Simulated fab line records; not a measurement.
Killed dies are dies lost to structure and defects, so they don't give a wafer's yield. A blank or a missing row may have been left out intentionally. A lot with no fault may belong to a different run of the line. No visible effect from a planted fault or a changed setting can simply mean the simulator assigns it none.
fab line records | flow rit_cmos
[record] lots = 6 wafers = 18 last_day = 6
route steps=202 shown ACTIVE@8 FOX1@20 M1@202
lots that met no fault: taken from a fault-free run of the same line
start_h: hours from the record's opening day to when the first of the lot's shown wafers began | wait_h: how many hours have passed since the lot's step before this one | " unchanged from the row above | L1.1+2: one row covering several wafers at once | - no value present, or no start provided | * or withheld: withheld | < > ~ a bound
route shown NAME@n: NAME is a module with steps in the file, n the number in the route of the first one | usual: mean and standard deviation over wafers with no fault | same: alike in all rows | chamber/n: place in a boat | sites: readings site by site | _std_site: how widely they spread, as a standard deviation | _edge_site: outer sites' mean less inner sites' | radius_mm: for every site, how far away it sits from the centre of the wafer | mask NAME#n: copy n | behind: tool/chamber where the wafer was last shaped | hold: why the lot went on hold/how many hours it stayed there/how the hold came to an end | device: transistor that didn't switch, given as n, p or np | end of line: tests of these same wafers at the route's end | for a step that has no rows: nothing shown but its recipe | killed: at the first sort, the dies lost to defects and structure; wafer yield is something else | map: a wafer's dies, marking killed ones x, the rest . and places with no die _
set.NAME: the setting that was run; set.NAME@STEP: the one run at that earlier step | model.NAME: the simulator's own value behind a step, which no gauge read
a table for each step, a row for each wafer; lots at some steps of the route
services: from which hour (start_h, from the record's first day; less than 0 if before it) a tool's chamber was out of use, for how many hours, and why
[[steps]]
[step RIT_ACTIVE_SOFTBAKE_07]
[recipe] resist = NOVOLAK temp_c = 90 time_s = 60
[step RIT_ACTIVE_EXPOSE_08]
[recipe] mask_id = M1 na = 0.6 source_shape = conventional sigma_outer = 0.6 target_cd_nm = 1400 dose_mj = 225
[step RIT_ACTIVE_PEB_09]
[recipe] resist = NOVOLAK temp_c = withheld time_s = withheld
[step RIT_ACTIVE_DEVELOP_10]
[recipe] resist = NOVOLAK develop_time_s = 50 dev_temp_c = 23
[step RIT_ACTIVE_CD_MEAS_11]
[recipe] target_cd_nm = 1400
[usual] cd_nm = 1400.6/1.9
// columns lot.wafer tool chamber start_h wait_h cd_nm
L410.1 cd_sem-02 - 24.44 - 1404.9
L410.2 " - " " 1401.4
L410.5 " - " " 1403.9
L415.1 cd_sem-01 - 49.61 - 1400.9
L415.4 " - " " 1400.5
L415.5 " - " " 1401.0
L417.3 cd_sem-01 - 59.48 - 1401.1
L417.5 " - " " 1398.4
L417.6 " - " " 1401.7
L420.1 cd_sem-01 - 75.95 - 1399.2
L420.3 " - " " 1398.6
L420.6 " - " " 1398.0
L425.2 cd_sem-02 - 99.76 - 1402.3
L425.3 " - " " 1401.4
L425.4 " - " " 1402.3
L427.3 cd_sem-01 - 109.48 - 1404.9
L427.5 " - " " 1403.5
L427.6 " - " " 1403.2
[step RIT_ACTIVE_HARDBAKE_12]
[recipe] resist = NOVOLAK temp_c = 140 time_s = 60
[step RIT_ACTIVE_ETCH_13]
[recipe] stop_on = SiO2 chemistry = SF6 target = Si3N4 time_s = 210 over_etch_frac = 0.4 SF6_flow_sccm = 200 pressure_mtorr = 260 rf_w = 125 target_depth_a = 2100
[usual] drypump_motor_current_A = 5.8/0.44 oes_product_au = 0.817/0.013 throttle_valve_pct = 7.43/0.14
// columns lot.wafer tool chamber start_h wait_h drypump_motor_current_A oes_product_au rf_hours_counter_h throttle_valve_pct
L410.1 rie_diel-03 2 24.71 0.1 6.3 0.837 150 7.40
L410.2 " 1 " " 5.6 0.820 115 7.53
L410.5 " 3 " " 6.5 0.833 - 7.58
L415.1 rie_diel-04 1 49.88 0.1 5.8 0.809 11 7.54
L415.4 " 2 " " 5.4 0.814 - 7.40
L415.5 " 1 " " 5.8 0.816 - 7.55
L417.3 rie_diel-01 3 59.71 0.1 6.7 0.820 3 7.39
L417.5 " 3 " " 6.6 0.826 - 7.37
L417.6 " 0 " " 5.4 0.788 - 7.53
L420.1 rie_diel-03 3 76.22 0.1 6.5 0.831 138 7.57
L420.3 " 2 " " 6.2 0.840 151 7.41
L420.6 " 2 " " 6.2 0.837 - 7.44
L425.2 rie_diel-01 3 100.01 0.1 6.7 0.837 3 7.37
L425.3 " 0 " " 5.4 0.792 66 7.52
L425.4 " 1 " " 5.7 0.809 69 7.61
L427.3 rie_diel-03 0 109.71 0.1 5.3 0.815 1 7.51
L427.5 " 2 " " 6.3 0.840 - 7.41
L427.6 " 3 " " 6.5 0.828 - 7.56
[step RIT_ACTIVE_STRIP_14]
[recipe] chemistry = O2 time_s = 180 resist = NOVOLAK platen_temp_c = withheld power_w = 500 pressure_mtorr = 4000 o2_flow_sccm = 4000
[usual] drypump_motor_current_A = 5.52/0.22
// columns lot.wafer tool chamber start_h wait_h drypump_motor_current_A rf_hours_counter_h
L410.1 plasma_asher-04 1 24.84 0.1 5.57 24
L410.2 " 0 " " 5.21 24
L410.5 " 0 " " 5.20 -
L415.1 plasma_asher-02 1 50.01 0.1 5.37 40
L415.4 " 1 " " 5.39 -
L415.5 " 1 " " 5.39 -
L417.3 plasma_asher-04 0 59.90 0.1 5.21 -
L417.5 " 1 " " 5.56 -
L417.6 " 0 " " 5.21 -
L420.1 plasma_asher-04 0 76.36 0.1 5.20 29
L420.3 " 1 " " 5.56 -
L420.6 " 0 " " 5.20 -
L425.2 plasma_asher-04 1 100.14 0.1 5.56 32
L425.3 " 0 " " 5.21 -
L425.4 " 1 " " 5.57 -
L427.3 plasma_asher-03 1 109.90 0.1 5.75 -
L427.5 " 0 " " 5.77 -
L427.6 " 1 " " 5.71 -
[step RIT_ACTIVE_CD_MEAS_90]
[recipe] target_cd_nm = 1400
[usual] cd_nm = 1400.6/1.9
// columns lot.wafer tool chamber start_h wait_h cd_nm
L410.1 cd_sem-01 - 25.02 0.1 1405.1
L410.2 " - " " 1402.0
L410.5 " - " " 1404.3
L415.1 cd_sem-02 - 50.19 0.1 1401.1
L415.4 " - " " 1400.0
L415.5 " - " " 1401.0
L417.3 cd_sem-02 - 60.06 0.1 1400.8
L417.5 " - " " 1398.0
L417.6 " - " " 1401.9
L420.1 cd_sem-01 - 76.53 0.1 1399.3
L420.3 " - " " 1398.6
L420.6 " - " " 1398.4
L425.2 cd_sem-02 - 100.34 0.1 1402.2
L425.3 " - " " 1401.3
L425.4 " - " " 1402.6
L427.3 cd_sem-01 - 110.06 0.1 1405.1
L427.5 " - " " 1403.2
L427.6 " - " " 1403.2
[step RIT_ACTIVE_CLEAN_15]
[recipe] chemistry = SC1 mix = 3:3:50 time_s = 600 temp_c = 75
[step RIT_ACTIVE_CLEAN_16]
[recipe] chemistry = dHF dilution = 50:1 time_s = 30
[step RIT_ACTIVE_CLEAN_17]
[recipe] chemistry = SC2 mix = 3:3:50 time_s = 600 temp_c = 75 dry = n2_spin
[step RIT_FOX1_OXIDATION_00]
[recipe] temp_c = 1100 ambient = H2O target_thk_a = 3507 p_h2o_torr = 720 ox_time_s = 1130
[usual] spike_tc_centre_C = 1102.5/1.1 spike_tc_load_C = 1128.1/1.4 spike_tc_source_C = 1123/4.2 tube_center_temp_C = 1100.0/0.11 tube_center_temp_C_max = 1102.7/0.42
// columns lot.wafer tool chamber start_h wait_h spike_tc_centre_C spike_tc_load_C spike_tc_source_C tube_center_temp_C tube_center_temp_C_max model.SiO2_of_FOX1_OXIDATION_00.thk_nm
L410.1 furnace-01 0 25.52 0.0 1098.6 1129.9 1119 1100.0 1102.4 351.1
L410.2 " 0 " " 1102.3 1128.5 1118 1099.9 1102.8 349.3
L410.5 " 0 " " 1103.8 1127.3 1119 1100.1 1103.3 349.9
L415.1 furnace-03 0 50.88 0.2 1102.2 1127.4 1124 1100.2 1102.4 353.8
L415.4 " 0 " " 1103.6 1129.6 1127 1099.9 1102.9 358
L415.5 " 0 " " 1104.5 1128.2 1125 1100.2 1102.8 357
L417.3 furnace-01 0 62.05 1.2 1101.8 1128.3 1119 1100.1 1103.2 356
L417.5 " 0 " " 1100.8 1128.4 1118 1099.9 1102.7 356.4
L417.6 " 0 " " 1103.4 1129.2 1119 1099.9 1103.2 350.8
L420.1 furnace-02 0 77.79 0.7 1101.7 1123.8 1131 1100.0 1102.7 353.9
L420.3 " 0 " " 1103.6 1124.0 1131 1099.9 1102.9 356.4
L420.6 " 0 " " 1104.9 1124.9 1128 1099.9 1102.5 353
L425.2 furnace-03 0 101.55 0.7 1129.1 1153.6 1151 1125.1 1128.0 387.7
L425.3 " 0 " " 1128.2 1151.8 1153 1125.1 1127.2 389.9
L425.4 " 0 " " 1127.9 1153.2 1149 1125.2 1127.4 392.1
L427.3 furnace-03 0 110.50 0.0 1126.6 1153.6 1148 1125.0 1127.5 399
L427.5 " 0 " " 1129.6 1154.4 1150 1124.9 1128.1 395
L427.6 " 0 " " 1128.0 1154.0 1150 1125.0 1128.6 393.6
[step RIT_FOX1_THK_MEAS_01]
[recipe] reads = SiO2_of_FOX1_OXIDATION_00
[usual] FOX1_OXIDE_THK = 349/8.5
// columns lot.wafer tool chamber start_h wait_h FOX1_OXIDE_THK[nm]
L410.1 film_metro-04 - 26.84 0.0 351
L410.2 " - " " 349
L410.5 " - " " 350
L415.1 film_metro-03 - 52.20 0.0 354
L415.4 " - " " 358
L415.5 " - " " 357
L417.3 film_metro-04 - 63.39 0.0 356
L417.5 " - " " 356
L417.6 " - " " 351
L420.1 film_metro-01 - 79.10 0.0 354
L420.3 " - " " 356
L420.6 " - " " 353
L425.2 film_metro-01 - 102.88 0.0 388
L425.3 " - " " 390
L425.4 " - " " 392
L427.3 film_metro-04 - 111.84 0.0 399
L427.5 " - " " 395
L427.6 " - " " 393
[step RIT_FOX1_WET_ETCH_02]
[recipe] chemistry = BOE target_depth_nm = 350 time_s = 390 temp_c = 21.5 dry = n2_spin dilution = 10:1 target = SiO2
[step RIT_M1_PROBE_99]
[usual] killed_at_contacts = 0.0/0.22 killed_at_front_end = 6.9/3 killed_dies = 6.9/3 killed_open = 3.5/2 killed_short = 3.4/2.1
[same] gross_dies = 264 killed_at_M0_to_M3 = 0 killed_at_M4_up = 0 killed_at_back_side = 0 killed_at_other = 0
// columns lot.wafer tool chamber start_h wait_h killed_at_contacts killed_at_front_end killed_dies killed_open killed_short model.etest.pldd.width_nm model.etest.nldd.width_nm model.etest.pplus_sal.width_nm model.etest.nplus_sal.width_nm model.etest.poly_comb_over_steps.leak_log10_a_um
L410.1 prober-01 - 69.63 0.1 0 4 4 2 2 3200 3214 3470 3479 -12.86
L410.2 prober-01 - 69.68 0.1 0 3 3 1 2 3214 3207 3474 3450 -12.79
L410.5 prober-01 - 69.83 0.2 0 5 5 3 2 3190 3185 3450 3450 -12.78
L415.1 prober-02 - 99.87 0.1 0 3 3 1 2 3181 3191 3425 3436 -12.31
L415.4 prober-02 - 100.02 0.2 1 6 7 1 6 3204 3197 3445 3448 -12.2
L415.5 prober-02 - 100.07 0.2 0 15 15 8 7 3175 3208 3430 3420 -12.13
L417.3 prober-02 - 106.96 0.2 0 7 7 4 3 3164 3174 3459 3453 -12.81
L417.5 prober-02 - 107.06 0.2 0 5 5 2 3 3164 3181 3451 3487 -12.6
L417.6 prober-02 - 107.11 0.2 0 4 4 3 1 3191 3201 3466 3468 -12.64
L420.1 prober-01 - 117.91 0.1 0 4 4 3 1 3177 3175 3448 3460 -12.96
L420.3 prober-01 - 118.01 0.2 0 8 8 5 3 3199 3187 3438 3443 -12.91
L420.6 prober-01 - 118.16 0.2 0 5 5 1 4 3173 3196 3458 3448 -12.84
L425.2 prober-02 - 142.69 0.1 0 12 12 8 4 3143 3153 3416 3396 -12.8
L425.3 prober-02 - 142.74 0.2 0 10 10 2 8 3137 3157 3430 3404 -11.88
L425.4 prober-02 - 142.79 0.2 0 3 3 2 1 3154 3135 3406 3402 -12.46
L427.3 prober-02 - 151.40 0.2 0 8 8 5 3 3145 3156 3401 3410 -12.18
L427.5 prober-02 - 151.50 0.2 0 8 8 7 1 3162 3141 3404 3418 -11.8
L427.6 prober-02 - 151.55 0.2 0 8 8 5 3 3161 3159 3408 3415 -11.77
// killed by level:class
L410.1 GATE:geometric_particle:open=1 GATE:geometric_particle:short=1 REOX:geometric_particle:open=1 SILICIDE:geometric_particle:short=1
L410.2 FOX2:geometric_particle:short=1 REOX:geometric_particle:short=1 SPACER:geometric_particle:open=1
L410.5 ACTIVE:geometric_particle:open=1 FOX1:geometric_particle:short=1 GATE:geometric_particle:short=1 GATE:geometric_particle:open=1 SILICIDE:geometric_particle:open=1
L415.1 GATE:geometric_particle:short=1 GATE:geometric_particle:open=1 SPACER:geometric_particle:short=1
L415.4 SPACER:geometric_particle:short=2 FOX1:geometric_particle:short=1 FOX2:geometric_particle:short=1 GATE:geometric_particle:short=1 SILICIDE:geometric_particle:open=1 CONTACT:geometric_particle:short=1
L415.5 FOX1:geometric_particle:open=3 FOX1:geometric_particle:short=2 GATE:geometric_particle:short=2 GATE:geometric_particle:open=2 SPACER:geometric_particle:open=2 SPACER:geometric_particle:short=2 FOX2:geometric_particle:open=1 SILICIDE:geometric_particle:short=1
L417.3 FOX1:geometric_particle:open=2 GATE:geometric_particle:short=2 FOX1:geometric_particle:short=1 GATE:geometric_particle:open=1 SPACER:geometric_particle:open=1
L417.5 FOX1:geometric_particle:short=3 REOX:geometric_particle:open=1 SILICIDE:geometric_particle:open=1
L417.6 FOX1:geometric_particle:open=1 FOX1:geometric_particle:short=1 GATE:geometric_particle:open=1 SPACER:geometric_particle:open=1
L420.1 FOX2:geometric_particle:open=1 GATE:geometric_particle:open=1 REOX:geometric_particle:short=1 SILICIDE:geometric_particle:open=1
L420.3 GATE:geometric_particle:open=3 REOX:geometric_particle:open=2 FOX1:geometric_particle:short=1 REOX:geometric_particle:short=1 SILICIDE:geometric_particle:short=1
L420.6 REOX:geometric_particle:short=2 FOX1:geometric_particle:short=1 GATE:geometric_particle:open=1 SILICIDE:geometric_particle:short=1
L425.2 FOX1:geometric_particle:short=2 FOX2:geometric_particle:open=2 GATE:geometric_particle:short=2 GATE:geometric_particle:open=2 REOX:geometric_particle:open=2 SPACER:geometric_particle:open=2
L425.3 FOX1:geometric_particle:short=3 GATE:geometric_particle:short=3 GATE:geometric_particle:open=2 FOX2:geometric_particle:short=1 REOX:geometric_particle:short=1
L425.4 GATE:geometric_particle:open=1 REOX:geometric_particle:short=1 REOX:geometric_particle:open=1
L427.3 REOX:geometric_particle:open=2 REOX:geometric_particle:short=2 FOX1:geometric_particle:open=1 GATE:geometric_particle:open=1 GATE:geometric_particle:short=1 SPACER:geometric_particle:open=1
L427.5 FOX1:geometric_particle:open=3 GATE:geometric_particle:open=2 GATE:geometric_particle:short=1 REOX:geometric_particle:open=1 SPACER:geometric_particle:open=1
L427.6 GATE:geometric_particle:short=2 REOX:geometric_particle:open=2 FOX2:geometric_particle:open=1 GATE:geometric_particle:open=1 REOX:geometric_particle:short=1 SPACER:geometric_particle:open=1
[[services]]
// columns tool chamber start_h hours kind
rie_diel-04 0 12.72 49.8 repair
rie_diel-03 - 13.86 3.2 repair
rie_diel-04 3 22.06 12.6 repair
rie_diel-01 - 31.44 0.4 repair
rie_diel-01 2 48.18 1.8 repair
rie_diel-04 - 54.48 0.2 repair
rie_diel-01 1 59.16 34.2 repair
furnace-02 - 61.16 13.7 pm
plasma_asher-03 - 61.16 2.7 repair
rie_diel-01 - 66.61 14.6 pm
rie_diel-03 0 68.01 - clean
rie_diel-03 0 68.01 17.0 scheduled_down
rie_diel-03 0 68.01 17.0 vent_cycle
furnace-01 - 68.29 3.1 pm
plasma_asher-02 - 70.02 8.1 repair
rie_diel-04 0 72.87 - clean
rie_diel-04 0 72.87 25.2 scheduled_down
rie_diel-04 0 72.87 25.2 vent_cycle
furnace-02 - 74.88 2.9 pm
rie_diel-04 2 85.36 21.6 repair
plasma_asher-02 - 108.75 9.0 pm
plasma_asher-02 0 108.75 9.0 vent_cycle
plasma_asher-02 1 108.75 9.0 vent_cycle
[[key]]
[first_sign] step = RIT_FOX1_OXIDATION_00 reading = tube_center_temp_C direction = up sigmas = 99+ usual = * struck = *
[effect] step = RIT_FOX1_OXIDATION_00 reading = tube_center_temp_C_max direction = up sigmas = 60 usual = * struck = *
[effect] step = RIT_FOX1_THK_MEAS_01 reading = FOX1_OXIDE_THK direction = up sigmas = 5.1 usual = 349 struck = 393
[model_effect] step = RIT_FOX1_OXIDATION_00 value = SiO2_of_FOX1_OXIDATION_00.thk_nm without = 354.1 struck = 392.9
[model_effect] step = RIT_M1_PROBE_99 value = etest.pldd.width_nm without = 3196 struck = 3150
met_at RIT_FOX1_OXIDATION_00
struck_wafers L425.2,L425.3,L425.4,L427.3,L427.5,L427.6
tester_left_out L425,L427
onset_between 50.88 101.55
[fault] kind = process_parameter_drift tool = furnace-03 chamber = - onset_h = 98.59 steps = RIT_FOX1_OXIDATION_00 channel = temp_c offset = * shape = step end_h = 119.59 acts_in = * stated = *
// tester_left_out: of these lots the tester's yield and bins aren't shown, on N5 and GAA mostly nor the transistor test; their killed dies are dies lost to structure and defects alone, not to doping, threshold or leakage, so they don't give the yield
